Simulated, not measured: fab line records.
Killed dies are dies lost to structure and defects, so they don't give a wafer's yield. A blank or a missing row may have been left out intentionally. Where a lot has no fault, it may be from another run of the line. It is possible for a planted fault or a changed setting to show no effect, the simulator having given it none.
A lot that was struck, set against a sound lot / flow berkeley-cmos170 / 17 out of 331 route steps
Sound: wafers L398.1, L398.4, L398.6. The struck wafers were L405.2, L405.3, L405.4. The cause is given at the end.
For every step that has rows: the tool of each side, followed by ch and its chambers, followed by its first start. Under that, the readings that differ: sound wafers / struck wafers / difference of the means / sigmas: that difference in standard deviations of wafers without a fault.
alike: words and numbers the same on both sides, and readings whose means are apart by under 2 such deviations; not compared: readings that were withheld, readings missing a value for some wafer, numbers with overlapping values and no deviation given by the record, and bounds like >300 which may hide the same value.
Wherever a step has rows on one side only, a row that says differs or no value, or a row with sigmas, the two part there. Numbers that don't overlap but have no deviation are shown without sigmas and don't part them. Lack of a reading on every wafer of one side parts them only where that side has two or more wafers.

first, 2 steps without rows for these wafers: UCB170_V1_PEB_10; UCB170_V1_DEVELOP_11 (develop time 45 s).
UCB170_V1_CD_MEAS_12: target cd 700 nm.
  sound on cd-sem-01, day 7 12:16; struck on cd-sem-01, day 9 08:26
  alike: cd-nm
UCB170_V1_OVL_MEAS_13:
  sound on overlay-01, day 7 12:23; struck on overlay-02, day 9 08:32
  alike: V1_OVL
UCB170_V1_ETCH_14: etches SiO2 in CHF3/CF4/Ar, stops on Al, target depth 1250 nm, time 291 s.
  sound on rie-diel-04 ch 0,2,3, day 7 12:25; struck on rie-diel-04 ch 0,1,2, day 9 08:34
  alike: CHF3_flow_sccm, drypump-motor-current-A, oes-product-au, throttle-valve-pct
  not compared: rf-hours-counter-h
UCB170_V1_STRIP_15: strips in O2.
  sound on plasma-asher-02 ch 0,1, day 7 12:36; struck on plasma-asher-03 ch 0,1, day 9 08:45
  alike: drypump-motor-current-A, oes-product-au, strip-time-to-endpoint-s
  not compared: rf-hours-counter-h
UCB170_V1_CD_MEAS_90: target cd 700 nm.
  sound on cd-sem-01, day 7 12:42; struck on cd-sem-01, day 9 08:52
  alike: cd-nm
then, 1 step without rows for these wafers: UCB170_M2_PRE_CLEAN_00 (preclean etch time 60 s).
UCB170_M2_SPUTTER_01: material Al, target thk 900 nm, time 120 s.
  sound on pvd-sputter-03, day 7 12:53; struck on pvd-sputter-04, day 9 09:02
  alike: throttle-valve-pct
UCB170_M2_RS_MEAS_02: measurement is done with a four-point probe.
  sound on film-metro-01, day 7 12:58; struck on film-metro-04, day 9 09:08
  alike: M2_AL_RS
UCB170_M2_THK_MEAS_03: measures by xrf.
  sound on film-metro-01, day 7 13:05; struck on film-metro-04, day 9 09:15
  alike: M2_AL_THK
then, 1 step without rows for these wafers: UCB170_M2_HMDS_04 (prime time 60 s).
UCB170_M2_COAT_05: resist thk 900 nm.
  sound on litho-track-02 ch 0, day 7 13:18; struck on litho-track-02 ch 0, day 9 09:28
reading=model.KrF_of_M2_COAT_05.thk-nm (nm); sound=901.2 904.5 903.3; struck=913.4 913.5 910.4; difference=+9.4; sigmas=
then, 1 step without rows for these wafers: UCB170_M2_SOFTBAKE_06 (time 60 s).
UCB170_M2_STRIP_07: strips in O2.
  sound on plasma-asher-04 ch 0,1, day 7 13:36; struck on plasma-asher-04 ch 0,1, day 9 09:45
reading=strip-time-to-endpoint-s (s); sound=22.00 22.09 22.06; struck=22.30 22.30 22.21; difference=+0.22; sigmas=+4
  alike: drypump-motor-current-A, oes-product-au
  not compared: rf-hours-counter-h
then, 1 step without rows for these wafers: UCB170_M2_STRIP_08 (strips KrF in DMSO, time 600 s).
UCB170_M3_PROBE_99:
  the record has rows for the struck wafers here (prober-02, day 9 18:27) and none for the sound ones

== WHERE THEY PART ==
Last at UCB170_M3_PROBE_99 as far as this record goes, first at UCB170_M2_STRIP_07.

WHY: the cause the simulator had injected
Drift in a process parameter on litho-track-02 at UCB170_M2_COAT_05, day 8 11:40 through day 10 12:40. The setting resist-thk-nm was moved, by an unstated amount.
